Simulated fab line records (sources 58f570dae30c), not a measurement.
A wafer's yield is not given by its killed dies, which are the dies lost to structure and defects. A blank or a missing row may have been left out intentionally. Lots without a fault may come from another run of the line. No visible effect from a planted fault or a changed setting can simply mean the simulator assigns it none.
A lot that was struck, set against a sound lot :: flow berkeleyCmos170 :: 44 out of 331 route steps
Sound: these wafers, L965.2, L965.3, L965.6. Struck: wafers L972.1, L972.4, L972.6. The cause is given at the end.
Per side, at each step with rows, come the tool, then ch with its chambers, and then its first start. Under that, the readings that differ: sound wafers :: struck wafers :: difference of the means :: sigmas: that difference in standard deviations of wafers without a fault.
alike: words and numbers the same on both sides, and readings whose means are apart by under 2 such deviations; not compared: readings that were withheld, readings missing a value for some wafer, numbers with overlapping values and no deviation given by the record, and bounds like >300 which may hide the same value.
A row with sigmas, a row that says differs or no value, or rows on one side alone: a step with any of these is where the two part. Numbers that have no deviation but don't overlap get no sigmas and don't part them. Lack of a reading on every wafer of one side parts them only where that side has two or more wafers.

first, 7 steps without rows for these wafers: UCB170_ACTIVE_CLEAN_17 (cleans in SPM, time 600 s); UCB170_PFIELD_HMDS_00 (prime time 60 s); UCB170_PFIELD_COAT_01 (resist thk 900 nm); UCB170_PFIELD_SOFTBAKE_02 (time 60 s); UCB170_PFIELD_EXPOSE_03 (exposes mask PFIELD, target cd 1500 nm); UCB170_PFIELD_PEB_04; UCB170_PFIELD_DEVELOP_05 (develop time 46.34 s).
UCB170_PFIELD_OVL_MEAS_06:
  struck on overlay-01, day 7 00:34; sound on overlay-02, day 5 03:06
  alike: PFIELD_OVL
following that, these wafers have no rows for 1 step: UCB170_PFIELD_IMPLANT_07.
UCB170_PFIELD_STRIP_08: strips in O2.
  sound on plasmaAsher-02 ch 0,1, day 5 03:17; struck on plasmaAsher-01 ch 0,1, day 7 00:45
  alike: drypumpMotorCurrentA, oesProductAu, stripTimeToEndpointS
  not compared: rfHoursCounterH
UCB170_PFIELD_TW_MEAS_09:
  struck on filmMetro-02, day 7 00:51; sound on filmMetro-03, day 5 03:23
  alike: PFIELD_TW
then, 1 step without rows for these wafers: UCB170_FIELD_CLEAN_00 (cleans in dHF, time 7.5 s).
UCB170_FIELD_OXIDATION_01: target thk 558.3 nm, ox time 7200 s.
  sound on furnace-01 ch 0, day 5 08:10; struck on furnace-01 ch 0, day 7 05:07
reading: spikeTcCentreC (C)
sound: 1003.0 1000.9 999.9
struck: 1151.4 1151.2 1149.9
difference: +149.6
sigmas: +99 or more

reading: spikeTcLoadC (C)
sound: 1018 1020 1018
struck: 1168 1170 1169
difference: +150
sigmas: +36

reading: spikeTcSourceC (C)
sound: 1026.7 1029.1 1027.7
struck: 1180.8 1178.7 1179.1
difference: +151.7
sigmas: +52

reading: tubeCenterTempC (C)
sound: 999.97 1000 1000
struck: 1148.8 1148.8 1148.7
difference: +148.8
sigmas: +99 or more

reading: tube_center_temp_C_max
sound: 1002.1 1002.1 1003.3
struck: 1151.4 1151.6 1151.1
difference: +148.9
sigmas: +99 or more

reading: zonePowerCentrePct (%)
sound: 43.5 43.1 43.2
struck: 50.8 52.0 50.9
difference: +8.0
sigmas: +5

reading: zonePowerLoadPct (%)
sound: 38.5 38.2 37.8
struck: 53.1 52.9 53.9
difference: +15.1
sigmas: +5

reading: zonePowerSourcePct (%)
sound: 31.3 31.4 31.2
struck: 44.5 44.1 43.5
difference: +12.7
sigmas: +5

reading: model.SiO2_of_FIELD_OXIDATION_01.thkNm (nm)
sound: 564.5 549.8 570.7
struck: 1046 1038 1034
difference: +478
sigmas: 

reading: model.Si3N4_of_ACTIVE_CVD_05.thkNm (nm)
sound: 218 216.6 218.6
struck: 209.6 208 209.4
difference: -8.7
sigmas: 
UCB170_FIELD_THK_MEAS_02:
  struck on filmMetro-01, day 7 08:07; sound on filmMetro-03, day 5 11:10
reading: FIELD_OXIDE_THK (nm)
sound: 565 550 570
struck: 1045 1038 1034
difference: +477
sigmas: +40
then, 3 steps without rows for these wafers: UCB170_FIELD_ANNEAL_03 (time 1200 s); UCB170_FIELD_WET_ETCH_04 (etches SiO2 in dHF, time 60 s); UCB170_FIELD_WET_ETCH_05 (etches Si3N4 in H3PO4, time 12600 s).
UCB170_FIELD_WET_ETCH_06: etches SiO2 in BOE, time 22 s.
  sound on wetBench-01 ch 2, day 5 20:23; struck on wetBench-01 ch 0, day 7 21:07
reading: model.SiO2_of_FIELD_OXIDATION_01.thkNm (nm)
sound: 448.4 433.3 454.3
struck: 927.7 920.1 916.2
difference: +476.0
sigmas: 
UCB170_FIELD_THK_MEAS_90:
  struck on filmMetro-03, day 7 21:14; sound on filmMetro-02, day 5 20:25
reading: FIELD_OXIDE_LEFT_1_THK (nm)
sound: 448 433 454
struck: 927 921 917
difference: +477
sigmas: +37
then, 2 steps without rows for these wafers: UCB170_SACOX_CLEAN_00 (cleans in dHF, time 7.5 s); UCB170_SACOX_OXIDATION_01 (target thk 14.4 nm, ox time 2400 s).
UCB170_SACOX_THK_MEAS_02:
  struck on filmMetro-01, day 8 04:14; sound on filmMetro-01, day 6 04:01
  alike: SACOX_OXIDE_THK
then, 2 steps without rows for these wafers: UCB170_SCREENOX_WET_ETCH_00 (etches SiO2 in dHF, time 200 s); UCB170_SCREENOX_OXIDATION_01 (target thk 14.4 nm, ox time 2400 s).
UCB170_SCREENOX_THK_MEAS_02:
  struck on filmMetro-02, day 8 10:14; sound on filmMetro-02, day 6 11:49
  alike: SCREENOX_OXIDE_THK
then, 7 steps without rows for these wafers: UCB170_SCREENOX_ANNEAL_03 (time 900 s); UCB170_NVT_HMDS_00 (prime time 60 s); UCB170_NVT_COAT_01 (resist thk 887.7 nm); UCB170_NVT_SOFTBAKE_02 (time 60 s); UCB170_NVT_EXPOSE_03 (exposes mask PWELL, target cd 3000 nm); UCB170_NVT_PEB_04; UCB170_NVT_DEVELOP_05 (develop time 45 s).
UCB170_NVT_OVL_MEAS_06:
  struck on overlay-01, day 8 18:25; sound on overlay-01, day 6 19:07
  alike: NVT_OVL
following that, these wafers have no rows for 1 step: UCB170_NVT_IMPLANT_07.
UCB170_NVT_STRIP_08: strips in O2.
  sound on plasmaAsher-02 ch 0,1, day 6 19:18; struck on plasmaAsher-01 ch 0,1, day 8 18:37
  alike: drypumpMotorCurrentA, oesProductAu, stripTimeToEndpointS
  not compared: rfHoursCounterH
UCB170_NVT_TW_MEAS_09:
  struck on filmMetro-03, day 8 18:43; sound on filmMetro-02, day 6 19:25
  alike: NVT_TW
then, 6 steps without rows for these wafers: UCB170_NVT_CLEAN_10 (cleans in SPM, time 600 s); UCB170_PVT_HMDS_00 (prime time 60 s); UCB170_PVT_COAT_01 (resist thk 900 nm); UCB170_PVT_SOFTBAKE_02 (time 60 s); UCB170_PVT_EXPOSE_03 (exposes mask NWELL, target cd 3000 nm); UCB170_PVT_PEB_04.
UCB170_FIELD_THK_MEAS_91:
  struck on filmMetro-03, day 8 20:56; sound on filmMetro-03, day 6 22:14
reading: FIELD_OXIDE_LEFT_2_THK (nm)
sound: 361 345 366
struck: 840 833 828
difference: +476
sigmas: +37
-- the record jumps here: 2 days lie between the struck wafers' starts before and after (it left off in module FIELD and takes up again in module M3, whose first step shown is number 331 of the route) --
UCB170_M3_PROBE_99:
  struck on prober-02, day 11 06:31; sound on prober-01, day 9 00:45
reading: model.etest.pplusSal.widthNm (nm)
sound: 722.9 753.3 701.1
struck: 140.7 155.3 149.7
difference: -577.2
sigmas: 

reading: model.etest.nplusSal.widthNm (nm)
sound: 731.2 751.4 704.9
struck: 141.9 156.2 149.3
difference: -580.0
sigmas: 

reading: model.etest.nmosNarrow.driveUaUm
sound: 375.3 377.9 365.6
struck: 58.72 64.71 67.02
difference: -309.45
sigmas: 

reading: model.etest.nmos_0p6.rOnOhmUm
sound: 2209 2209 2253
struck: 2347 2365 2351
difference: +131
sigmas: 

reading: model.etest.nmos_0p35.rOnOhmUm
sound: 1406 1407 1427
struck: 1505 1496 1496
difference: +86
sigmas: 

reading: model.etest.nmosTurned.driveUaUm
sound: 600.2 595.4 588.5
struck: 565.5 567.1 568.7
difference: -27.6
sigmas: 

reading: model.etest.nmos_0p35.driveUaUm
sound: 595.5 585.7 583.5
struck: 553.3 563.1 557.1
difference: -30.4
sigmas: 

reading: model.etest.nmos_0p6.driveUaUm
sound: 439.6 433.4 431.6
struck: 410.1 412.6 415.2
difference: -22.2
sigmas: 

== WHERE THEY PART ==
At UCB170_FIELD_OXIDATION_01 first; at UCB170_FIELD_THK_MEAS_91 last (within this record only).

WHY: what the simulator had put in
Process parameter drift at UCB170_FIELD_OXIDATION_01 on furnace-01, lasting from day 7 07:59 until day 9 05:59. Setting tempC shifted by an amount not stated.
